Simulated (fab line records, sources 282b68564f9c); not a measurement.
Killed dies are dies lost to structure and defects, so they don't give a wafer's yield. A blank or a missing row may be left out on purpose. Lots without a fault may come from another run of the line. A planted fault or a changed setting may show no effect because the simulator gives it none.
A struck lot beside a sound one | flow rit_cmos | 18 steps out of a route of 202
Sound: wafers L442.2, L442.3, L442.6. Struck: wafers L447.1, L447.3, L447.5. The cause comes at the end.
At each step with rows: each side's tool, then ch and its chambers, then its first start. Under that, the readings that differ: sound wafers | struck wafers | difference of the means | sigmas: that difference in standard deviations of wafers without a fault.
alike: readings whose means differ by less than 2 such deviations, and words and numbers that are the same on both sides. not compared: withheld readings, readings that some wafer has no value for, bounds like >300 that may hide the same value, and numbers for which the record gives no deviation and whose values overlap.
The two part at a step that has a row with sigmas, a row that says differs or no value, or rows on one side only. Numbers that don't overlap but have no deviation are shown without sigmas and don't part them. A reading that every wafer of one side lacks parts them only if that side has two wafers or more.

first, 5 steps without rows for these wafers: RIT_NLDD_COAT_01 (resist thk 1000 nm); RIT_NLDD_SOFTBAKE_02 (time 60 s); RIT_NLDD_EXPOSE_03 (exposes mask M7, target cd 40700 nm); RIT_NLDD_PEB_04; RIT_NLDD_DEVELOP_05 (develop time 50 s).
RIT_NLDD_OVL_MEAS_06:
  sound on overlay-02, day 5 10:46; struck on overlay-02, day 6 11:05
  alike: NLDD_OVL
then, 2 steps without rows for these wafers: RIT_NLDD_HARDBAKE_07 (time 60 s); RIT_NLDD_IMPLANT_08.
RIT_NLDD_STRIP_09: strips in O2, time 180 s.
  sound on plasma_asher-01 ch 0,1, day 5 11:06; struck on plasma_asher-02 ch 0,1, day 6 11:25
  alike: drypump_motor_current_A
  not compared: rf_hours_counter_h
RIT_NLDD_TW_MEAS_10:
  sound on film_metro-01, day 5 11:17; struck on film_metro-03, day 6 11:35
  alike: NLDD_TW
then, 2 steps without rows for these wafers: RIT_PLDD_HMDS_00 (prime time 60 s); RIT_PLDD_COAT_01 (resist thk 1000 nm).
RIT_PLDD_SOFTBAKE_02: time 60 s.
  sound on litho_track-03 ch 0, day 5 11:40; struck on litho_track-03 ch 0, day 6 11:57
  reading                  | sound             | struck            | difference | sigmas
  heater_power_total_W (W) | 34.66 34.61 34.64 | 28.57 28.59 28.61 | -6.05      | -99 or more
  plate_temp_C (C)         | 89.99 89.99 90.07 | 78.98 78.78 78.73 | -11.19     | -99 or more
then, 2 steps without rows for these wafers: RIT_PLDD_EXPOSE_03 (exposes mask M8, target cd 40900 nm); RIT_PLDD_PEB_04.
RIT_PLDD_DEVELOP_05: develop time 50 s.
  sound on litho_track-02 ch 0; struck on litho_track-02 ch 0
  reading                                   | sound            | struck         | difference | sigmas
  model.NOVOLAK_of_PLDD_COAT_01.thk_nm (nm) | 1001 998.3 995.9 | 1029 1034 1031 | +33        |
RIT_PLDD_OVL_MEAS_06:
  sound on overlay-01, day 5 12:11; struck on overlay-02, day 6 12:30
  alike: PLDD_OVL
RIT_M1_PROBE_99:
  sound on prober-01, day 6 02:46; struck on prober-02, day 7 02:44
  alike: killed_at_front_end, killed_dies, killed_on_rim, killed_open, killed_short

WHERE THEY PART
Only at RIT_PLDD_SOFTBAKE_02, within this record. Later steps at which nothing parts them and some readings are alike: RIT_PLDD_OVL_MEAS_06, RIT_M1_PROBE_99.

WHY: what the simulator had put in
Process parameter drift: litho_track-03, from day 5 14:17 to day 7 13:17, at RIT_PLDD_SOFTBAKE_02. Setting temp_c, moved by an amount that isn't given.
